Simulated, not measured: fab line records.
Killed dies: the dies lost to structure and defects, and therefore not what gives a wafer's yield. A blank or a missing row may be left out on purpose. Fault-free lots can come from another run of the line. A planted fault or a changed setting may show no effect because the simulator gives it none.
What tool caused it? -- flow berkeley cmos170 -- 15 lots with 45 wafers sampled at 4 steps, on a route of 331 steps

WHAT THE GAUGES SHOWED, per wafer
UCB170_NVT_OVL_MEAS_06.
lot,measured,on,NVT_OVL (nm)
L776,day 6 23:25,overlay-02,-5 6 1
L779,day 7 00:13,overlay-02,-1 2 8
L778,day 7 00:29,overlay-01,1 1 -1
L777,day 7 01:02,overlay-02,10 12 9
L782,day 7 07:58,overlay-02,8 6 3
L781,day 7 08:12,overlay-01,-1 1 -1
L780,day 7 13:04,overlay-02,6 11 7
L786,day 8 07:35,overlay-02,11 2 12
L791,day 8 22:25,overlay-02,-3 5 0
L789,day 8 22:45,overlay-01,3 -1 -1
L788,day 8 22:53,overlay-02,4 11 12
L796,day 10 06:37,overlay-02,8 12 12
L795,day 10 06:55,overlay-01,0 4 -1
L797,day 10 18:56,overlay-02,5 -2 4
L799,day 10 19:07,overlay-01,1 -1 5

UCB170_PLDD_TW_MEAS_11.
lot,measured,on,PLDD_TW
L776,day 7 20:14,film metro-01,1004 996 1003
L779,day 7 19:58,film metro-03,1011 1020 1015
L778,day 7 20:56,film metro-04,1026 1018 1023
L777,day 7 20:49,film metro-01,995 1003 998
L782,day 8 04:41,film metro-04,1009 1015 1016
L781,day 8 03:51,film metro-01,991 993 993
L780,day 8 13:17,film metro-01,990 1000 989
L786,day 9 01:14,film metro-04,962 965 965
L791,day 9 16:24,film metro-04,1016 1011 1010
L789,day 9 17:05,film metro-04,965 962 965
L788,day 9 16:09,film metro-04,962 960 966
L796,day 10 23:23,film metro-01,997 996 997
L795,day 10 23:49,film metro-01,998 995 992
L797,day 11 14:46,film metro-03,1014 1011 1014
L799,day 11 14:08,film metro-03,1016 1013 1013

UCB170_M3_OVL_MEAS_16.
lot,measured,on,M3_OVL (nm)
L776,day 9 11:43,overlay-01,-8 2 2
L779,day 9 09:19,overlay-01,5 -5 3
L778,day 9 13:02,overlay-01,-7 -3 -5
L777,day 9 12:58,overlay-02,3 -1 5
L782,day 9 20:02,overlay-01,-3 4 6
L781,day 9 18:46,overlay-02,5 0 0
L780,day 10 05:47,overlay-02,-5 3 2
L786,day 10 23:15,overlay-01,8 6 8
L791,day 11 07:12,overlay-02,5 5 11
L789,day 11 06:52,overlay-01,-6 3 0
L788,day 11 02:23,overlay-02,10 -3 5
L796,day 12 11:17,overlay-01,9 4 6
L795,day 12 13:31,overlay-02,6 11 3
L797,day 13 04:32,overlay-02,5 3 1
L799,day 13 05:23,overlay-01,7 4 11

TOOL THAT RAN EACH LOT (tool first, then ch and the chambers of the sampled wafers, then the start)
lot,UCB170_PLDD_IMPLANT_08
L776,"implanter-02 ch 0, day 7 19:52"
L779,"implanter-03 ch 0, day 7 19:35"
L778,"implanter-02 ch 0, day 7 20:33"
L777,"implanter-03 ch 0, day 7 20:26"
L782,"implanter-01 ch 0, day 8 04:17"
L781,"implanter-01 ch 0, day 8 03:27"
L780,"implanter-03 ch 0, day 8 12:55"
L786,"implanter-01 ch 0, day 9 00:53"
L791,"implanter-03 ch 0, day 9 16:00"
L789,"implanter-01 ch 0, day 9 16:41"
L788,"implanter-01 ch 0, day 9 15:47"
L796,"implanter-03 ch 0, day 10 22:59"
L795,"implanter-03 ch 0, day 10 23:27"
L797,"implanter-02 ch 0, day 11 14:22"
L799,"implanter-03 ch 0, day 11 13:45"
- UCB170_PLDD_IMPLANT_08

WHAT THE TOOLS THEMSELVES READ (means of the sampled wafers that have a number; where no wafer has one, the mark that the record gives instead)
UCB170_PLDD_IMPLANT_08.
lot,tool,tilt deg (degrees)
L776,implanter-02,6.996
L779,implanter-03,7.037
L778,implanter-02,6.966
L777,implanter-03,6.981
L782,implanter-01,6.973
L781,implanter-01,7.033
L780,implanter-03,6.997
L786,implanter-01,0.007
L791,implanter-03,6.987
L789,implanter-01,0.013
L788,implanter-01,0.019
L796,implanter-03,7.000
L795,implanter-03,7.014
L797,implanter-02,6.983
L799,implanter-03,6.981

THE ANSWER, worked out from the rows above alone
Rule: usual is defined by the lots themselves. Put in order of their means at a reading, lots are off if they are a third of the lots or fewer, leave a main group of 4 or more, and stand apart from it by a gap of 3 or more times the standard deviation of the main group's means; of several such gaps the widest counts. A main group whose means are all the same, to the digits that the tables above print for the reading, isn't used. A lot without any number at a reading at which 4 lots or more have one is off too. Where the step has rows for the other lots, those lots are counted as sound. The gauges are gone through in route order, then the tools' own readings, and for those a lot's mean is taken as printed above. At the first step where some lot is off, the reading lying furthest off is the one used; lots without a number count as furthest.
Off at UCB170_PLDD_IMPLANT_08 (tilt deg): L786, L789, L788. The main group: mean 6.996 degrees, standard deviation 0.021.
If a tool, at that step or one of the process steps before it, ran each lot that is off and ran no sound lot following the first of them, it fits. One fits: UCB170_PLDD_IMPLANT_08 on implanter-01. A fault onset in the window from L782 (day 8 04:17, its last sound lot) to L786 (day 9 00:53, its first lot off) fits.
The tool's own readings at UCB170_PLDD_IMPLANT_08 bear it out: on the lots that are off they differ by more than 5 times the standard deviation of the sound lots' means. tilt deg reads 0.013 degrees there against 6.996 degrees on the sound lots.

WHAT HAD BEEN PUT IN BY THE SIMULATOR
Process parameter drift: implanter-01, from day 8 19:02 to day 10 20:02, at UCB170_PLDD_IMPLANT_08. Setting tilt deg, moved by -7, from 7. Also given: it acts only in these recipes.
Struck lots among those shown: L786, L789, L788. The same result came from the rule above.
